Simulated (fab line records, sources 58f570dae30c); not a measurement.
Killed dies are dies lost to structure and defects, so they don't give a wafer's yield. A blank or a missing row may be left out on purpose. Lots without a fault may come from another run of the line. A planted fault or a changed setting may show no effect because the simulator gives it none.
Problem report in the 8D (eight disciplines) form, filled by code | flow berkeley_cmos170 | the parts of the form that need people (team, actions taken, sign-off) are left out

1. THE PROBLEM
NWELL_TW at UCB170_NWELL_TW_MEAS_16 reads a mean of 1301 on 6 wafers of 2 lots; wafers without a fault read 1245 with a standard deviation of 8.3. That is +6.7 standard deviations from the usual mean.
First seen on wafer L894.2, day 4 18:48, on film_metro-02. The record holds 39 wafers of 13 lots with a number at this step. Rule for "out", or "out of limits": more than 4 standard deviations from the usual mean. The other wafers with a number count as sound.

2. WHAT IT IS AND WHAT IT IS NOT
question                    | is                           | is not
which readings at this step | NWELL_TW                     | -
which lots                  | L894, L895                   | L883, L884, L885, L886, L889, L898, L900, L903, L904, L905, L906
which wafers of those lots  | all that have a number       | -
read on which gauges        | film_metro-02, film_metro-04 | film_metro-01
when                        | from day 4 18:48             | up to then (15 sound wafers); but 18 sound wafers of L898, L900, L903, L904, L905, L906 came after

3. SUSPECTS, AND WHAT RULES EACH OUT
Counting: a tool at a process step up to the reading stays a suspect if it ran every lot that is out and no sound lot after the first of them.
- the gauge at UCB170_NWELL_TW_MEAS_16: ruled out. The wafers that are out were read on 2 gauges (film_metro-02, film_metro-04).
- implanter-01 at UCB170_NWELL_IMPLANT_14: kept. It ran every lot that is out, first L894 (day 4 18:34), and no sound lot after that; its last sound lot up to then is L886 (day 3 01:26). Its own readings are out on those wafers: dose_ions_cm2, faraday_current_uA.
Left after counting: implanter-01 at UCB170_NWELL_IMPLANT_14.

4. THE CAUSE (what the simulator had put in)
Process parameter drift: implanter-01, from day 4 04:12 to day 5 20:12, at UCB170_NWELL_IMPLANT_14. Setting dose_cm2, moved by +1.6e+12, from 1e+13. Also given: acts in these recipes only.
Counting left only this tool.

5. THE CHAIN OF EFFECTS, in route order
Each row: a reading whose mean over the struck wafers that have a number lies more than 3 standard deviations from the usual. Only readings for which the record gives a usual standard deviation are gone through. hours: the time from each lot's start at the first step in this table that gives one to its start at this step, as a median over the lots. sigmas: the change in usual standard deviations.
hours | step                    | reading            | usual      | on struck wafers | change      | sigmas
0     | UCB170_NWELL_IMPLANT_14 | dose_ions_cm2      | 1.0002e+13 | 1.1588e+13       | +1.5863e+12 | +99 or more
0     | UCB170_NWELL_IMPLANT_14 | faraday_current_uA | 31.7       | 36.6             | +4.9        | +7.8
0     | UCB170_NWELL_TW_MEAS_16 | NWELL_TW           | 1245       | 1301             | +56         | +6.7
The process steps in it:
- UCB170_NWELL_IMPLANT_14
Later measuring or inspecting steps at which every struck wafer that the step has a row for has a number for every such reading, and none has moved that far: UCB170_PFIELD_TW_MEAS_09.

6. WHAT WOULD HAVE CAUGHT IT SOONER
In this record the first reading out of limits at a measuring or inspecting step was taken at day 4 18:48, 15 hours after the fault began at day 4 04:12.
The tool's own readings at UCB170_NWELL_IMPLANT_14 were out on every struck wafer that the step has a row for (dose_ions_cm2, faraday_current_uA): an alarm limit on them would have fired on the first of those.
Of the lots that are out (2), L895 began UCB170_NWELL_IMPLANT_14 on implanter-01 after day 4 18:48. A hold on the tool at that time would have spared it.
